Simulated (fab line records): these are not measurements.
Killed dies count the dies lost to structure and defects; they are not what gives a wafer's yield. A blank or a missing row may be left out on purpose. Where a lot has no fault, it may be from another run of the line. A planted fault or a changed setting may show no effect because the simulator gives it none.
The tool behind it: which one?    flow rit_cmos    13 lots with 39 wafers sampled at 4 steps, on a route of 202 steps

WHAT THE GAUGES READ, wafer by wafer
RIT_NWELL_OVL_MEAS_06. Usual: NWELL_OVL 1.2 nm, standard deviation 1.5.
lot   measured     on          NWELL_OVL (nm)  flag
L104  day 1 21:20  overlay-01  -0.1 0.4 -0.2   
L106  day 2 08:39  overlay-02  1.1 0.2 -0.9    
L107  day 2 11:19  overlay-01  0.4 1.2 1.7     
L108  day 2 17:17  overlay-01  2.7 2.7 3.0     
L111  day 3 07:47  overlay-02  2.6 2.8 2.9     
L112  day 3 13:20  overlay-01  -0.3 0.0 0.8    
L113  day 3 17:23  overlay-01  2.7 4.0 3.0     
L115  day 4 05:44  overlay-02  1.0 2.1 0.7     
L116  day 4 08:26  overlay-01  -0.2 -1.1 -1.1  
L117  day 4 13:51  overlay-01  4.4 2.7 2.4     
L120  day 5 04:31  overlay-01  1.2 1.0 2.0     
L122  day 5 15:05  overlay-01  3.0 1.9 2.7     
L126  day 6 10:26  overlay-01  -3.1 -1.3 -1.2  

RIT_M1_CD_MEAS_09: target cd 2600 nm. Usual: cd_nm 2600.3 nm, standard deviation 2.1.
lot   measured     on         cd_nm (nm)            flag
L104  day 3 06:17  cd_sem-01  2601.8 2600.8 2600.5  
L106  day 3 18:18  cd_sem-02  2603.5 2603.9 2601.8  
L107  day 3 22:01  cd_sem-01  2599.1 2600.6 2600.4  
L108  day 4 02:03  cd_sem-01  2600.7 2599.3 2599.4  
L111  day 4 17:13  cd_sem-01  2598.9 2600.6 2599.0  
L112  day 4 22:50  cd_sem-02  2600.3 2600.8 2601.0  
L113  day 5 04:11  cd_sem-01  2600.4 2600.9 2600.8  
L115  day 5 15:12  cd_sem-01  2603.9 2601.6 2604.1  
L116  day 5 17:49  cd_sem-01  2604.3 2603.6 2603.5  
L117  day 6 01:58  cd_sem-01  2597.5 2599.1 2598.8  
L120  day 6 15:40  cd_sem-01  2598.1 2598.5 2599.6  
L122  day 7 00:44  cd_sem-02  2604.7 2603.1 2603.1  
L126  day 7 21:35  cd_sem-01  2598.3 2600.4 2601.2  

WHAT TOOL EACH LOT RAN ON (gives the tool, then ch and the chambers of the sampled wafers, and finally the start)
lot   RIT_PLDD_STRIP_09                    RIT_CONTACT_ETCH_11
L104  plasma_asher-03 ch 0,1, day 2 19:02  rie_diel-03 ch 0,2, day 3 03:58
L106  plasma_asher-02 ch 0,1, day 3 07:02  rie_diel-03 ch 0,2,3, day 3 15:56
L107  plasma_asher-02 ch 0,1, day 3 11:15  rie_diel-03 ch 0,2,3, day 3 19:41
L108  plasma_asher-01 ch 0,1, day 3 15:08  rie_diel-01 ch 0,1,3, day 3 23:50
L111  plasma_asher-03 ch 0,1, day 4 05:50  rie_diel-03 ch 0,3, day 4 14:52
L112  plasma_asher-03 ch 0,1, day 4 12:00  rie_diel-01 ch 1,2,3, day 4 20:38
L113  plasma_asher-01 ch 0,1, day 4 17:20  rie_diel-01 ch 0,1,3, day 5 01:52
L115  plasma_asher-03 ch 0,1, day 5 03:50  rie_diel-03 ch 1,2,3, day 5 12:43
L116  plasma_asher-01 ch 0,1, day 5 06:45  rie_diel-01 ch 0,1,2, day 5 15:28
L117  plasma_asher-01 ch 0,1, day 5 14:36  rie_diel-01 ch 2,3, day 5 23:28
L120  plasma_asher-03 ch 0,1, day 6 04:06  rie_diel-01 ch 0,2, day 6 13:16
L122  plasma_asher-02 ch 0,1, day 6 13:34  rie_diel-03 ch 0,3, day 6 22:31
L126  plasma_asher-02 ch 0, day 7 09:55    rie_diel-03 ch 1,2,3, day 7 19:13
- RIT_PLDD_STRIP_09: strips in O2, time 180 s.
- RIT_CONTACT_ETCH_11: etches SiO2 in CHF3/CF4/Ar, stops on TiSi2, target depth 480 nm, time 320 s.

WHAT THE TOOLS THEMSELVES READ (means of the sampled wafers that have a number; where no wafer has one, the mark that the record gives instead)
RIT_PLDD_STRIP_09. Usual: drypump_motor_current_A 5.6 A, standard deviation 0.46.
lot   tool             drypump_motor_current_A (A)  flag
L104  plasma_asher-03  5.9                          
L106  plasma_asher-02  5.8                          
L107  plasma_asher-02  5.9                          
L108  plasma_asher-01  4.8                          
L111  plasma_asher-03  5.9                          
L112  plasma_asher-03  5.9                          
L113  plasma_asher-01  4.9                          
L115  plasma_asher-03  5.8                          
L116  plasma_asher-01  5.0                          
L117  plasma_asher-01  4.9                          
L120  plasma_asher-03  5.9                          
L122  plasma_asher-02  5.9                          
L126  plasma_asher-02  5.9                          

RIT_CONTACT_ETCH_11. Usual: drypump_motor_current_A 5.8 A, standard deviation 0.36; oes_product_au 0.993 a.u., standard deviation 0.014; throttle_valve_pct 8.84 %, standard deviation 0.15.
lot   tool         drypump_motor_current_A (A)  oes_product_au (a.u.)  throttle_valve_pct (%)  flag
L104  rie_diel-03  5.6                          0.990                  8.95                    
L106  rie_diel-03  5.6                          0.998                  8.90                    
L107  rie_diel-03  5.6                          1.001                  8.90                    
L108  rie_diel-01  5.8                          0.989                  8.82                    
L111  rie_diel-03  5.7                          0.994                  8.90                    
L112  rie_diel-01  5.8                          0.996                  8.83                    
L113  rie_diel-01  5.8                          0.986                  8.82                    
L115  rie_diel-03  5.7                          1.003                  8.79                    
L116  rie_diel-01  6.0                          0.990                  8.79                    
L117  rie_diel-01  6.0                          1.005                  8.81                    
L120  rie_diel-01  6.1                          0.997                  8.73                    
L122  rie_diel-03  5.7                          0.984                  8.91                    
L126  rie_diel-03  5.8                          1.003                  8.79                    

THE ANSWER, worked out from the rows above alone
Rule: lot off if the mean of its wafers having a number is beyond 3 standard deviations from the usual mean. Also off: a lot with no number at a reading for which 4 or more lots have one. Any other lot the step has rows for is counted as sound. After the gauges, taken in route order, come the tools' own readings; for these a lot's mean is taken, as printed above. At the first step where some lot is off, the reading lying furthest off is the one used; lots without a number count as furthest.
Across all readings shown, no lot is off: no conclusion can be drawn from this.

WHAT THE SIMULATOR HAD PUT IN
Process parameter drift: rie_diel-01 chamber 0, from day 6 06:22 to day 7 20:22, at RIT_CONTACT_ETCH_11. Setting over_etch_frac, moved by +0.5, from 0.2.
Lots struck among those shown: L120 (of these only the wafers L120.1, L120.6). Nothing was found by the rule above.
